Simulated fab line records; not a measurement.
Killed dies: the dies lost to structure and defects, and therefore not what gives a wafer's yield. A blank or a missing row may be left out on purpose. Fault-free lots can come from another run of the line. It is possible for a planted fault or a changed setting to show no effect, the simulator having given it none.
One fault through the eyes of 2 desks :: flow berkeley_cmos170 :: every desk sees just its own numbers, and what lay behind them comes last

METROLOGY DESK
What the gauges read for every lot (on any tool): the sampled wafers with a number, averaged. If a lot's mean is further than 4 standard deviations from the usual mean, the lot is out of limits and carries the mark OUT (the distance appears in the brackets).
Columns: A = WELLDRIVE_OXIDE_THK at UCB170_WELLDRIVE_THK_MEAS_02, usual 198 nm; B = cd_nm at UCB170_PLDD_CD_MEAS_06, usual 1199.5 nm
lot: L201
first seen here: day 3 07:15
A: 194
B: 1199.7

lot: L202
first seen here: day 3 07:15
A: 198
B: 1200.4

lot: L203
first seen here: day 3 18:16
A: 197
B: 1200.3

lot: L205
first seen here: day 4 12:26
A: 196
B: 1199.4

lot: L206
first seen here: day 4 12:26
A: 200
B: 1198.7

lot: L207
first seen here: day 4 19:38
A: 199
B: 1199.4

lot: L209
first seen here: day 5 09:02
A: 201
B: 1198.3

lot: L212
first seen here: day 5 18:47
A: 197
B: 1201.5

lot: L211
first seen here: day 5 18:47
A: 199
B: 1197.2

lot: L214
first seen here: day 6 02:31
A: 194
B: 1200.4

lot: L217
first seen here: day 7 01:59
A: 197
B: 1198.9

lot: L222
first seen here: day 7 22:36
A: 194
B: 1198.0

lot: L223
first seen here: day 7 22:36
A: 197
B: 1200.5

lot: L224
first seen here: day 8 11:33
A: 197
B: 1198.4
Result from this desk: across the 14 lots, nothing is out of limits.

THE TOOL OWNER'S DESK: litho_track-04
For each lot that ran on this tool, the mean over its sampled wafers that have a number, from the tool's own readings at UCB170_PWELL_PEB_11. If a lot's mean is further than 4 standard deviations from the usual mean, the lot is out of limits and carries the mark OUT (the distance appears in the brackets).
Columns: A = heater_power_total_W at UCB170_PWELL_PEB_11, usual 56.80 W; B = plate_temp_C at UCB170_PWELL_PEB_11, usual 129.99 C
lot: L201
first seen here: day 2 19:40
A: 56.79
B: 130.20

lot: L206
first seen here: day 4 02:19
A: 56.82
B: 129.80

lot: L211
first seen here: day 5 07:35
A: 56.77
B: 129.84

lot: L214
first seen here: day 5 14:32
A: 56.78
B: 129.99

lot: L222
first seen here: day 7 10:39
A: 54.40 (-50) OUT
B: 125.80 (-30) OUT

lot: L223
first seen here: day 7 10:55
A: 54.35 (-51) OUT
B: 125.80 (-30) OUT
This desk's finding: out of limits on L222, L223; first on L222, day 7 10:39 (heater_power_total_W at UCB170_PWELL_PEB_11). In limits: L201, L206, L211, L214.

ALL TOGETHER
On L222, L223, at day 7 10:39, an alarm was possible from the tool owner's desk.
Metrology desk: nothing out of limits seen.
The metrology desk has L222, L223 on record, within its limits.
UCB170_PWELL_PEB_11 was run on litho_track-04 by each of the lots named.

WHAT HAD BEEN PUT IN BY THE SIMULATOR
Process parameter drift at UCB170_PWELL_PEB_11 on litho_track-04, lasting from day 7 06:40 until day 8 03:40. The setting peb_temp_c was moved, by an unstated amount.
Struck lots among those shown: L222, L223.
Delay in hours, fault start to first out-of-limits reading, by desk: the tool owner's desk at 4.
